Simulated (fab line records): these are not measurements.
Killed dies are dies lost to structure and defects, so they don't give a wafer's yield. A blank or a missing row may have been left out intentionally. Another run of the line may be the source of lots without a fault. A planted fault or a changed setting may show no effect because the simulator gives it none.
Lot-split experiment	flow berkeley-cmos170	route with 331 steps; 5 lots, 23 wafers read

## ABOUT THE SPLIT
At UCB170_M3_EXPOSE_12 (exposes mask METAL3, target cd 700 nm), the setting dose-mj was moved away from the recipe's 26 on 9 of the 23 wafers read, by -6.3% to +6.5%. The other wafers ran this setting at the recipe's value.

## FROM THE SPLIT TO THE READING: what the file shows between them, 2 steps
- UCB170_M3_PEB_13
- UCB170_M3_DEVELOP_14: develop time 45 s

## THE READING
At UCB170_M3_CD_MEAS_15: cd-nm in nanometres, against a target cd of 700 nm. Fault-free wafers of this fab line usually give 700.5 nm, standard deviation 1 nm.

wafer	tool, chamber at the split	dose-mj as run	against the recipe	cd-nm, nm	against lot-mates on the recipe
L076.1	krf-scanner-02, 0	24.37	-6.3%	711.6	+12.3
L076.2	krf-scanner-02, 0	26	recipe	699.3	-
L076.3	krf-scanner-02, 0	24.37	-6.3%	711.6	+12.3
L076.4	krf-scanner-02, 0	26	recipe	699.4	-
L076.5	krf-scanner-02, 0	24.37	-6.3%	710.6	+11.3
L082.1	krf-scanner-01, 0	25.03	-3.7%	707.7	+7.4
L082.2	krf-scanner-01, 0	26	recipe	701.0	-
L082.3	krf-scanner-01, 0	26	recipe	700.1	-
L082.5	krf-scanner-01, 0	26	recipe	699.7	-
L082.6	krf-scanner-01, 0	25.03	-3.7%	706.7	+6.4
L085.1	krf-scanner-01, 0	26	recipe	700.9	-
L085.3	krf-scanner-01, 0	24.82	-4.5%	708.8	+7.9
L085.4	krf-scanner-01, 0	26	recipe	701.7	-
L085.5	krf-scanner-01, 0	26	recipe	700.2	-
L085.6	krf-scanner-01, 0	24.82	-4.5%	708.4	+7.5
L084.2	krf-scanner-01, 0	26	recipe	700.1	-
L084.3	krf-scanner-01, 0	26	recipe	700.2	-
L084.4	krf-scanner-01, 0	26	recipe	701.4	-
L083.1	krf-scanner-01, 0	26	recipe	699.5	-
L083.2	krf-scanner-01, 0	26	recipe	697.5	-
L083.3	krf-scanner-01, 0	27.69	+6.5%	687.9	-10.6
L083.4	krf-scanner-01, 0	27.69	+6.5%	688.1	-10.4
L083.6	krf-scanner-01, 0	26	recipe	698.6	-

THE FIT
A straight line over all 23 wafers: cd-nm changes by -1.84 nm for each +1% of dose-mj; r = -0.99; the points scatter about the line by 0.93 nm.
The same after taking each lot's own level away (the mean of its wafers on the recipe; 23 wafers): -1.76 nm for each +1%; r = -0.99; scatter 0.69 nm.
According to that fit, moving dose-mj by its largest amount changes the reading by 11 nm.
Measured against the standard deviation above, the lots' own levels, which go from 698.53 to 700.93 nm, span 2.4 times it.
Consequently the slope shifts little with the lot-to-lot level, the two slopes agreeing.
Check: -11.5 nm against its lot-mates is what the line predicts for one of the wafers moved furthest among these (+6.5%) when that wafer is left out of the fit. Against them it came out at -10.6 nm.

## THE OTHER SPLITS THESE WAFERS WENT THROUGH
Other splits were also applied to these wafers ahead of the reading. Each is held against what the fit with the lots' levels taken away leaves over:
other split on the same wafers	wafers away from the commonest value	r with cd-nm (lot level and that fit taken away)
UCB170_SILICIDE_SPUTTER_01 time-s	11	+0.05
UCB170_CONTACT_CVD_01 ph3-flow-sccm	18	-0.04
UCB170_CONTACT_COAT_10 resist-thk-nm	8	-0.33
UCB170_V1_EXPOSE_09 dose-mj	10	+0.11
UCB170_V1_STRIP_15 pressure-mtorr	15	+0.14
UCB170_V2_ETCH_14 rf-w	12	-0.15

## THE WHOLE CHAIN: every reading that the file lists as answering this split, in the file's order
step	what it does	reading	change (the file's fit)	r (the file's)
UCB170_M3_CD_MEAS_15	target cd 700 nm	cd-nm	-1.75 nm for each +1% of the setting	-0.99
UCB170_M3_ETCH_17	etches BARC in N2/H2	M3.cd-nm (the simulator's own value, which no gauge read)	-1.79 nm for each +1% of the setting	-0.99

## THE FILE'S OWN FIT
cd-nm changes by -1.75 nm for each +1% of dose-mj, r = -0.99.
